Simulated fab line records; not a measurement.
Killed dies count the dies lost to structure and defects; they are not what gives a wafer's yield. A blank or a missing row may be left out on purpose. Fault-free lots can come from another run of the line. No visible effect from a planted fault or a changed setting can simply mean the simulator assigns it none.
fab line records	flow berkeley_cmos170
record: lots: 6	wafers: 18	last_day: 11
route steps=331 shown M1@238
lots with no fault: from the same line, run without faults
start_h: hours from the record's opening day to when the first of the lot's shown wafers began	wait_h: time in hours since the lot's previous step	" repeats the value in the row above	L1.1+2: one row covering several wafers at once	- either no value or no given start	* or withheld: withheld	< > ~ a bound
route shown NAME@n: names a module that has steps shown in the file, with the first one's number in the route	usual: mean/standard deviation of fault-free wafers	same: alike in all rows	chamber/n: place in a boat	sites: the reading at each site	_std_site: how widely they spread, as a standard deviation	_edge_site: inner sites' mean taken away from outer sites' mean	radius_mm: for every site, how far away it sits from the centre of the wafer	mask NAME#n: copy n	behind: the last tool/chamber to shape the wafer	hold: why the lot went on hold/how many hours it stayed there/how the hold came to an end	device: which transistor (n, p or np) failed to switch	end of line: at the end of the route, the tests of the same wafers	for a step that has no rows: nothing shown but its recipe	killed: dies lost to structure and defects at the first sort, not the wafer's yield	map: shows each die of a wafer: x if killed, . if not, _ if none is there
set.NAME: the setting the step ran with; set.NAME@STEP: the setting that earlier step ran with	model.NAME: the simulator's own value behind a step, which no gauge read
lots seen at some steps along the route; tables by step, rows by wafer
services: from which hour (start_h, from the record's first day; less than 0 if before it) a tool's chamber was out of use, for how many hours, and why
== steps ==
step: UCB170_M1_SPUTTER_00
recipe: material: Al	target_thk_nm: 600	time_s: 80	power_w: 6000	chamber_pressure_pa: 0.5
usual: cathode_dc_power_W: 5999.9/1.1	chamber_pressure_pa: 0.5000/0.00098	throttle_valve_pct: 30.1/0.93
lot.wafer	tool	chamber	start_h	wait_h	cathode_dc_power_W	chamber_pressure_pa	throttle_valve_pct
L153.3	pvd_sputter-03	-	137.57	0.0	6000.0	0.4999	30.2
L153.4	"	-	"	"	6002.9	0.4997	30.1
L153.6	"	-	"	"	6001.8	0.4997	29.7
L156.1	pvd_sputter-02	-	160.86	0.0	6001.1	0.4988	29.6
L156.3	"	-	"	"	6001.9	0.4987	28.8
L156.5	"	-	"	"	6000.1	0.4990	29.5
L168.1	pvd_sputter-02	-	213.66	0.0	5999.7	0.5012	28.7
L168.2	"	-	"	"	5999.4	0.4990	30.8
L168.3	"	-	"	"	5999.8	0.5006	29.5
L170.2	pvd_sputter-03	-	214.93	0.0	5999.4	0.4982	30.1
L170.4	"	-	"	"	5999.4	0.4992	30.2
L170.6	"	-	"	"	6000.3	0.4991	30.0
L167.1	pvd_sputter-02	-	215.87	0.0	5999.8	0.4993	30.8
L167.3	"	-	"	"	5999.7	0.4991	28.9
L167.4	"	-	"	"	5998.8	0.5011	29.3
L171.1	pvd_sputter-02	-	238.01	0.0	5997.4	0.4998	31.1
L171.2	"	-	"	"	6000.6	0.5015	29.5
L171.3	"	-	"	"	5998.9	0.4995	28.5
step: UCB170_M1_RS_MEAS_01
recipe: thk_meas_gauge: four-point-probe	reads: Al_of_M1_SPUTTER_00
usual: M1_AL_RS: 0.0485/0.0004
lot.wafer	tool	chamber	start_h	wait_h	M1_AL_RS[ohm/sq]
L153.3	film_metro-02	-	137.67	0.1	0.0485
L153.4	"	-	"	"	0.0480
L153.6	"	-	"	"	0.0480
L156.1	film_metro-03	-	160.92	0.0	0.0495
L156.3	"	-	"	"	0.0491
L156.5	"	-	"	"	0.0493
L168.1	film_metro-02	-	213.72	0.0	0.0485
L168.2	"	-	"	"	0.0484
L168.3	"	-	"	"	0.0484
L170.2	film_metro-01	-	215.01	0.1	0.0488
L170.4	"	-	"	"	0.0489
L170.6	"	-	"	"	0.0487
L167.1	film_metro-01	-	215.93	0.0	0.0484
L167.3	"	-	"	"	0.0483
L167.4	"	-	"	"	0.0483
L171.1	film_metro-02	-	238.07	0.0	0.0486
L171.2	"	-	"	"	0.0487
L171.3	"	-	"	"	0.0490
step: UCB170_M1_THK_MEAS_02
recipe: thk_meas_gauge: xrf	reads: Al_of_M1_SPUTTER_00
usual: M1_AL_THK: 599/7.4
lot.wafer	tool	chamber	start_h	wait_h	M1_AL_THK[nm]
L153.3	film_metro-02	-	137.77	0.1	600
L153.4	"	-	"	"	608
L153.6	"	-	"	"	604
L156.1	film_metro-03	-	161.04	0.1	587
L156.3	"	-	"	"	590
L156.5	"	-	"	"	587
L168.1	film_metro-02	-	213.84	0.1	603
L168.2	"	-	"	"	608
L168.3	"	-	"	"	605
L170.2	film_metro-01	-	215.12	0.1	589
L170.4	"	-	"	"	590
L170.6	"	-	"	"	588
L167.1	film_metro-01	-	216.05	0.1	592
L167.3	"	-	"	"	596
L167.4	"	-	"	"	596
L171.1	film_metro-02	-	238.19	0.1	600
L171.2	"	-	"	"	596
L171.3	"	-	"	"	592
step: UCB170_M1_COAT_03
recipe: resist: BARC	temp_c: withheld	time_s: withheld	spin_rpm: 3000	resist_thk_nm: withheld
step: UCB170_M1_COAT_04
recipe: resist: KrF	spin_rpm: 1500	resist_thk_nm: 900
step: UCB170_M1_SOFTBAKE_05
recipe: resist: KrF	temp_c: 130	time_s: 60
step: UCB170_M1_EXPOSE_06
recipe: mask_id: METAL1	target_cd_nm: 700	na: 0.5	sigma_outer: 0.6	source_shape: conventional	dose_mj: 21
step: UCB170_M1_PEB_07
recipe: peb_temp_c: 130	peb_time_s: withheld	resist: KrF
step: UCB170_M1_DEVELOP_08
recipe: developer: TMAH	develop_time_s: 45	resist: KrF	dev_temp_c: 21
step: UCB170_M1_CD_MEAS_09
recipe: target_cd_nm: 700
usual: cd_nm: 699.7/1.2
lot.wafer	tool	chamber	start_h	wait_h	cd_nm
L153.3	cd_sem-01	-	138.96	-	698.9
L153.4	"	-	"	"	699.0
L153.6	"	-	"	"	698.9
L156.1	cd_sem-02	-	162.00	-	699.9
L156.3	"	-	"	"	699.6
L156.5	"	-	"	"	699.2
L168.1	cd_sem-02	-	215.68	-	700.9
L168.2	"	-	"	"	699.3
L168.3	"	-	"	"	700.2
L170.2	cd_sem-02	-	216.28	-	699.7
L170.4	"	-	"	"	700.0
L170.6	"	-	"	"	699.7
L167.1	cd_sem-02	-	217.37	-	698.6
L167.3	"	-	"	"	698.9
L167.4	"	-	"	"	699.6
L171.1	cd_sem-01	-	239.10	-	700.2
L171.2	"	-	"	"	699.9
L171.3	"	-	"	"	698.2
step: UCB170_M1_OVL_MEAS_10
usual: M1_OVL: -5/4.7
lot.wafer	tool	chamber	start_h	wait_h	M1_OVL[nm]
L153.3	overlay-02	-	139.06	0.1	-11
L153.4	"	-	"	"	-8
L153.6	"	-	"	"	-9
L156.1	overlay-01	-	162.12	0.1	-9
L156.3	"	-	"	"	0
L156.5	"	-	"	"	-4
L168.1	overlay-02	-	215.80	0.1	-7
L168.2	"	-	"	"	-14
L168.3	"	-	"	"	1
L170.2	overlay-02	-	216.38	0.1	-6
L170.4	"	-	"	"	-8
L170.6	"	-	"	"	-8
L167.1	overlay-02	-	217.49	0.1	5
L167.3	"	-	"	"	-3
L167.4	"	-	"	"	-6
L171.1	overlay-02	-	239.22	0.1	-5
L171.2	"	-	"	"	-7
L171.3	"	-	"	"	-3
step: UCB170_M1_ETCH_11
recipe: chemistry: N2/H2	target_depth_a: withheld	overetch_a: withheld	target: BARC	time_s: withheld	source_w: 500	bias_w: 100	pressure_mtorr: 30	n2_flow_sccm: 100	h2_flow_sccm: 200
usual: drypump_motor_current_A: 5.7/0.44	h2_flow_sccm: 200.0/0.64	oes_product_au: 1.004/0.017	throttle_valve_pct: 13.37/0.14
lot.wafer	tool	chamber	start_h	wait_h	drypump_motor_current_A	h2_flow_sccm	oes_product_au	throttle_valve_pct
L153.3	rie_diel-03	1	139.08	0.0	6.1	199.1	1.000	13.27
L153.4	"	3	"	"	5.5	200.2	0.997	13.51
L153.6	"	1	"	"	6.1	199.1	1.003	13.28
L156.1	rie_diel-03	3	162.16	0.0	5.5	201.2	1.004	13.50
L156.3	"	1	"	"	6.0	200.1	1.022	13.27
L156.5	"	0	"	"	5.1	200.5	1.019	13.33
L168.1	rie_diel-04	0	215.83	0.0	5.9	199.8	1.030	13.13
L168.2	"	2	"	"	5.3	199.8	1.006	13.52
L168.3	"	3	"	"	5.5	201.3	0.995	13.24
L170.2	rie_diel-03	2	216.41	0.0	6.3	201.0	0.977	13.51
L170.4	"	3	"	"	5.5	200.6	1.003	13.50
L170.6	"	2	"	"	6.3	199.8	0.976	13.53
L167.1	rie_diel-04	0	217.53	0.0	5.8	200.2	1.034	13.12
L167.3	"	2	"	"	5.3	200.6	1.011	13.49
L167.4	"	1	"	"	6.1	199.4	0.992	13.39
L171.1	rie_diel-01	3	239.25	0.0	6.0	201.2	0.988	13.19
L171.2	"	0	"	"	5.9	199.6	1.038	13.34
L171.3	"	2	"	"	6.4	199.6	1.004	13.62
step: UCB170_M1_METAL_ETCH_12
recipe: chemistry: Cl2/BCl3	target: Al	stop_on: PSG	pressure_mtorr: 12	target_depth_a: 7800	over_etch_frac: 0.3	time_s: 130	icp_w: 600	bias_w: 120	Cl2_flow_sccm: 90	bcl3_flow_sccm: 45
usual: bcl3_flow_sccm: 45.00/0.12	drypump_motor_current_A: 5.6/0.6	oes_product_au: 0.860/0.012	rf_fwd_power_W: 597.1/1.8	throttle_valve_pct: 24.45/0.28
lot.wafer	tool	chamber	start_h	wait_h	bcl3_flow_sccm	drypump_motor_current_A	oes_product_au	rf_fwd_power_W	rf_hours_counter_h	throttle_valve_pct	model.KrF_of_M1_COAT_04.thk_nm	model.M1.feature_depth_nm	model.etch.depth_nm
L153.3	rie_metal-03	1	139.17	-	45.07	5.2	0.846	599.7	-	24.88	438.2	639.2	602.1
L153.4	"	0	"	"	45.00	4.9	0.884	598.7	-	24.08	436.2	645.4	608.1
L153.6	"	0	"	"	44.85	4.9	0.864	595.6	-	24.07	434.3	645.3	608
L156.1	rie_metal-02	0	162.20	-	44.88	6.4	0.844	594.4	2	24.28	431.2	627.5	589.5
L156.3	"	0	"	"	44.96	6.3	0.841	597.4	-	24.28	434.4	630.6	592.8
L156.5	"	0	"	"	44.95	6.3	0.838	595.7	-	24.27	437.6	628	590.4
L168.1	rie_metal-03	0	215.88	-	44.84	4.9	0.789	357.6	8	24.13	594.4	505.6	505.6
L168.2	"	1	"	"	45.06	5.2	0.847	593.7	1	24.86	446	639.4	602.4
L168.3	"	0	"	"	44.91	4.9	0.788	355.9	-	24.12	598.2	503.1	503.1
L170.2	rie_metal-02	0	216.46	-	45.01	6.3	0.842	596.3	4	24.28	433.8	632.7	594.8
L170.4	"	1	"	"	45.01	5.4	0.865	595.4	-	24.35	439.1	633.5	596.3
L170.6	"	1	"	"	44.97	5.4	0.866	596.7	-	24.33	444.1	633.3	596.5
L167.1	rie_metal-03	0	217.57	-	45.04	4.9	0.783	357.1	8	24.14	602.6	498.9	498.9
L167.3	"	1	"	"	44.90	5.2	0.845	595.6	-	24.84	444.1	640.1	603.1
L167.4	"	0	"	"	45.06	4.9	0.785	355.5	-	24.12	603.2	499.2	499.2
L171.1	rie_metal-02	1	239.29	-	44.99	5.4	0.870	597.0	4	24.33	449.4	636.9	600.7
L171.2	"	0	"	"	45.11	6.3	0.841	597.7	5	24.28	441.8	635	597.8
L171.3	"	0	"	"	45.16	6.3	0.840	590.9	-	24.29	437.1	632.1	594.8
step: UCB170_M1_STRIP_13
recipe: chemistry: O2	power_w: 400	pressure_mtorr: 3500	platen_temp_c: withheld	o2_flow_sccm: 400	overash_fraction: 0.5
usual: drypump_motor_current_A: 5.9/0.58	oes_product_au: 0.720/0.0047
lot.wafer	tool	chamber	start_h	wait_h	drypump_motor_current_A	oes_product_au	rf_hours_counter_h
L153.3	plasma_asher-01	0	139.29	0.1	5.0	0.722	-
L153.4	"	1	"	"	5.8	0.712	-
L153.6	"	1	"	"	5.8	0.723	-
L156.1	plasma_asher-02	0	162.33	0.1	6.5	0.720	50
L156.3	"	0	"	"	6.5	0.718	-
L156.5	"	1	"	"	6.6	0.718	-
L168.1	plasma_asher-02	1	216.01	0.1	6.6	0.720	55
L168.2	"	0	"	"	6.5	0.707	55
L168.3	"	0	"	"	6.4	0.713	-
L170.2	plasma_asher-03	0	216.59	0.1	5.9	0.720	11
L170.4	"	0	"	"	5.9	0.723	-
L170.6	"	1	"	"	5.4	0.717	-
L167.1	plasma_asher-02	0	217.71	0.1	6.5	0.720	55
L167.3	"	1	"	"	6.5	0.721	-
L167.4	"	0	"	"	6.5	0.719	-
L171.1	plasma_asher-02	0	239.43	0.1	6.5	0.717	58
L171.2	"	1	"	"	6.6	0.727	58
L171.3	"	1	"	"	6.5	0.722	-
step: UCB170_M1_CD_MEAS_90
recipe: target_cd_nm: 700
usual: cd_nm: 699.7/1.9
lot.wafer	tool	chamber	start_h	wait_h	cd_nm
L153.3	cd_sem-02	-	139.39	0.1	701.6
L153.4	"	-	"	"	699.6
L153.6	"	-	"	"	698.4
L156.1	cd_sem-01	-	162.43	0.1	699.2
L156.3	"	-	"	"	698.7
L156.5	"	-	"	"	698.8
L168.1	cd_sem-02	-	216.11	0.1	714.0
L168.2	"	-	"	"	698.8
L168.3	"	-	"	"	712.3
L170.2	cd_sem-02	-	216.71	0.1	698.9
L170.4	"	-	"	"	700.5
L170.6	"	-	"	"	700.9
L167.1	cd_sem-02	-	217.87	0.1	710.4
L167.3	"	-	"	"	699.9
L167.4	"	-	"	"	714.8
L171.1	cd_sem-02	-	239.53	0.1	701.5
L171.2	"	-	"	"	699.4
L171.3	"	-	"	"	699.3
step: UCB170_M1_ANNEAL_14
recipe: temp_c: 400	time_s: 1200	ambient: forming_gas
== services ==
tool	chamber	start_h	hours	kind
rie_diel-03	1	117.36	1.4	repair
plasma_asher-03	0	117.75	-	clean
plasma_asher-03	1	117.75	-	clean
pvd_sputter-03	-	134.35	2.1	repair
rie_diel-01	0	141.57	8.7	repair
rie_metal-03	1	144.37	-	clean
rie_metal-03	1	144.37	23.1	scheduled_down
rie_metal-03	1	144.37	23.1	vent_cycle
plasma_asher-01	-	145.87	6.6	repair
rie_diel-01	1	171.87	4.1	repair
pvd_sputter-03	-	178.18	2.3	repair
rie_diel-04	0	183.58	-	clean
rie_diel-04	0	183.58	15.1	scheduled_down
rie_diel-04	0	183.58	15.1	vent_cycle
pvd_sputter-03	-	189.27	2.0	repair
rie_diel-01	0	195.05	6.5	repair
plasma_asher-02	-	204.21	5.4	repair
plasma_asher-01	-	209.15	2.3	repair
rie_metal-02	1	227.96	5.0	repair
rie_metal-03	-	238.09	14.6	pm
pvd_sputter-03	-	238.35	3.6	repair
== key ==
first_sign: step: UCB170_M1_METAL_ETCH_12	reading: rf_fwd_power_W	direction: down	sigmas: 99+	usual: 597.1	struck: 356.5
effect: step: UCB170_M1_METAL_ETCH_12	reading: oes_product_au	direction: down	sigmas: 6.4	usual: 0.860	struck: 0.786
effect: step: UCB170_M1_CD_MEAS_90	reading: cd_nm	direction: up	sigmas: 7.1	usual: 699.7	struck: 712.9
model_effect: step: UCB170_M1_METAL_ETCH_12	value: KrF_of_M1_COAT_04.thk_nm	without: 434.9	struck: 599.6
met_at UCB170_M1_METAL_ETCH_12
struck_wafers L167.1,L167.4,L168.1,L168.3
later_rows_left_out L167.1,L167.4,L168.1,L168.3
sort_left_out L167.1,L167.4,L168.1,L168.3
onset_between 139.17 215.88
fault: kind: process_parameter_drift	tool: rie_metal-03	chamber: 0	onset_h: 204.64	steps: UCB170_M1_METAL_ETCH_12	channel: icp_w	offset: -240	shape: step	end_h: 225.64	acts_in: these_recipes_only	stated: 600
sort_left_out: the simulated sort isn't trusted on such a fault, so these wafers' sort isn't shown, and their yield isn't known
later_rows_left_out: the simulator's readings of these wafers behind a module that went badly wrong aren't trusted and aren't shown, but for the sort
